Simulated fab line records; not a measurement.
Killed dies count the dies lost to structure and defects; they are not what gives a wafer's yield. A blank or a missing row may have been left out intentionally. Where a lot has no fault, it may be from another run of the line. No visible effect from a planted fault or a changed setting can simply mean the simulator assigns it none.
A struck lot beside a sound one | flow rit-cmos | 15 steps out of a route of 202
Sound: wafers L802.2, L802.4, L802.5. Struck: wafer L814.6 (left out: L814.1, L814.4 of the same lot, which were not struck); the cause appears at the end.
For every step that has rows: the tool of each side, followed by ch and its chambers, followed by its first start. Under that, the readings that differ: sound wafers | struck wafers | difference of the means | sigmas: that difference in standard deviations of wafers without a fault.
alike: a reading whose means differ by less than 2 such deviations, as well as words and numbers matching on both sides. not compared: withheld readings; readings where some wafer has no value; bounds like >300 that might hide an equal value; numbers whose values overlap and for which the record gives no deviation.
The two part at a step that has a row with sigmas, a row that says differs or no value, or rows on one side only. Numbers that have no deviation but don't overlap get no sigmas and don't part them. Lack of a reading on every wafer of one side parts them only where that side has two or more wafers.

RIT_M1_SPUTTER_00: material Al, target thk 400 nm, time 500 s.
  sound: pvd-sputter-02 at day 3 22:05; struck: pvd-sputter-02 at day 6 07:34
  alike: cathode-dc-power-W, throttle-valve-pct
RIT_M1_RS_MEAS_01: uses a four-point probe to measure.
  sound: film-metro-02 at day 3 22:23; struck: film-metro-03 at day 6 07:52
  alike: M1_AL_RS
RIT_M1_THK_MEAS_02: measures by xrf.
  sound: film-metro-02 at day 3 22:30; struck: film-metro-03 at day 6 07:59
  reading        | sound       | struck | difference | sigmas
  M1_AL_THK (nm) | 402 406 404 | 394    | -10        | -3
then, 6 steps without rows for these wafers: RIT_M1_HMDS_03 (prime time 60 s); RIT_M1_COAT_04 (resist thk 1300 nm); RIT_M1_SOFTBAKE_05 (time 60 s); RIT_M1_EXPOSE_06 (exposes mask M12, target cd 2600 nm); RIT_M1_PEB_07; RIT_M1_DEVELOP_08 (develop time 68 s).
RIT_M1_CD_MEAS_09: the cd target is 2600 nm.
  sound: cd-sem-02 at day 3 23:27; struck: cd-sem-02 at day 6 09:03
  alike: cd-nm
RIT_M1_OVL_MEAS_10:
  sound: overlay-02 at day 3 23:34; struck: overlay-01 at day 6 09:10
  alike: M1_OVL
then, 1 step without rows for these wafers: RIT_M1_HARDBAKE_11 (time 120 s).
RIT_M1_METAL_ETCH_12: etches Al in Cl2/BCl3, stops on SiO2, time 165 s, target depth 600 nm.
  sound on rie-metal-02 ch 0,1, day 3 23:50; struck on rie-metal-02 ch 0, day 6 09:28
  reading                        | sound               | struck | difference | sigmas
  chamber-pressure-mTorr (mTorr) | 99.89 100.10 100.11 | 79.95  | -20.08     | -99 or more
  alike: drypump-motor-current-A, oes-product-au, throttle-valve-pct
  not compared: rf-hours-counter-h, model.NOVOLAK_of_M1_COAT_04.thk-nm
then, 1 step without rows for these wafers: RIT_M1_STRIP_13 (strips in nmp, time 600 s).
RIT_M1_PROBE_99:
  sound: prober-01 at day 4 02:08; struck: prober-02 at day 6 11:58
  reading                  | sound | struck | difference | sigmas
  sort_bin_3_pad_short (%) | 0 0 0 | 0.8    | +0.8       | +3
  alike: defect-limited-yield, killed-at-contacts, killed-at-front-end, killed-dies, killed-open, killed-short, sort_bin_5_function, sort_bin_6_memory, sort-n-pass, sort-yield-pct

WHERE THEY PART
At RIT_M1_THK_MEAS_02 first; at RIT_M1_PROBE_99 last (within this record only).

WHY: what had been put in by the simulator
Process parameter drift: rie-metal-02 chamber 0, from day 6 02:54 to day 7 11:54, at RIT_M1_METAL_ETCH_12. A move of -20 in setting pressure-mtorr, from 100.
